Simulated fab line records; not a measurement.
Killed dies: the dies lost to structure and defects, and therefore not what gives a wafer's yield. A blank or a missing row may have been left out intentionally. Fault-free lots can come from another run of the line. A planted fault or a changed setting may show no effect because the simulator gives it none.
Comparing a struck lot with a sound one -- flow rit cmos -- 15 steps out of a route of 202
Sound: wafers L918.1, L918.4, L918.6. Struck: wafer L938.2 (left out: L938.4, L938.5 of the same lot, which were not struck); the cause appears at the end.
Per side, at each step with rows, come the tool, then ch with its chambers, and then its first start. Under that, the readings that differ: sound wafers -- struck wafers -- difference of the means -- sigmas: that difference in standard deviations of wafers without a fault.
alike: words and numbers the same on both sides, and readings whose means are apart by under 2 such deviations; not compared: readings that were withheld, readings missing a value for some wafer, numbers with overlapping values and no deviation given by the record, and bounds like >300 which may hide the same value.
A row with sigmas, a row that says differs or no value, or rows on one side alone: a step with any of these is where the two part. Non-overlapping numbers with no deviation appear without sigmas and do not part them. A reading missing from all wafers of one side parts the sides only when that side holds two or more wafers.

first, 1 step without rows for these wafers: RIT_ACTIVE_OXIDATION_01 (target thk 46.8 nm, ox time 3360 s).
RIT_ACTIVE_THK_MEAS_02:
  sound on film metro-04, day 1 22:03; struck on film metro-02, day 6 02:04
  alike: ACTIVE_OXIDE_THK
then, 1 step without rows for these wafers: RIT_ACTIVE_CVD_03 (deposits Si3N4 from SiH2Cl2/NH3, target thk 150 nm, time 1500 s).
RIT_ACTIVE_THK_MEAS_04:
  sound on film metro-02, day 1 23:34; struck on film metro-04, day 6 03:32
  alike: ACTIVE_NITRIDE_THK
then, 6 steps without rows for these wafers: RIT_ACTIVE_HMDS_05 (prime time 60 s); RIT_ACTIVE_COAT_06 (resist thk 1000 nm); RIT_ACTIVE_SOFTBAKE_07 (time 60 s); RIT_ACTIVE_EXPOSE_08 (exposes mask M1, target cd 1400 nm); RIT_ACTIVE_PEB_09; RIT_ACTIVE_DEVELOP_10 (develop time 50 s).
RIT_ACTIVE_CD_MEAS_11: target cd 1400 nm.
  sound on cd sem-01, day 2 00:29; struck on cd sem-01, day 6 04:40
  alike: cd nm
then, 1 step without rows for these wafers: RIT_ACTIVE_HARDBAKE_12 (time 60 s).
RIT_ACTIVE_ETCH_13: etches Si3N4 in SF6, stops on SiO2, time 210 s, target depth 210 nm.
  sound on rie diel-04 ch 0,1, day 2 00:45; struck on rie diel-04 ch 3, day 6 04:55
reading,sound,struck,difference,sigmas
chamber pressure mTorr (mTorr),260.03 259.75 259.76,208.22,-51.63,-99 or more
  alike: drypump motor current A, oes product au, throttle valve pct
  not compared: rf hours counter h
RIT_ACTIVE_STRIP_14: strips in O2, time 180 s.
  sound on plasma asher-02 ch 0,1, day 2 00:53; struck on plasma asher-02 ch 1, day 6 05:03
  alike: drypump motor current A, rf refl power W
  not compared: rf hours counter h
RIT_M1_PROBE_99:
  rows exist in the record for the sound wafers here (prober-02, day 3 22:03), none for the struck ones

WHERE THEY PART
Last at RIT_M1_PROBE_99 as far as this record goes, first at RIT_ACTIVE_ETCH_13.

WHY: whatever the simulator had introduced
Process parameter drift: rie diel-04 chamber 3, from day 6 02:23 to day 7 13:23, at RIT_ACTIVE_ETCH_13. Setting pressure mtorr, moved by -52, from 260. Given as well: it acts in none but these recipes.
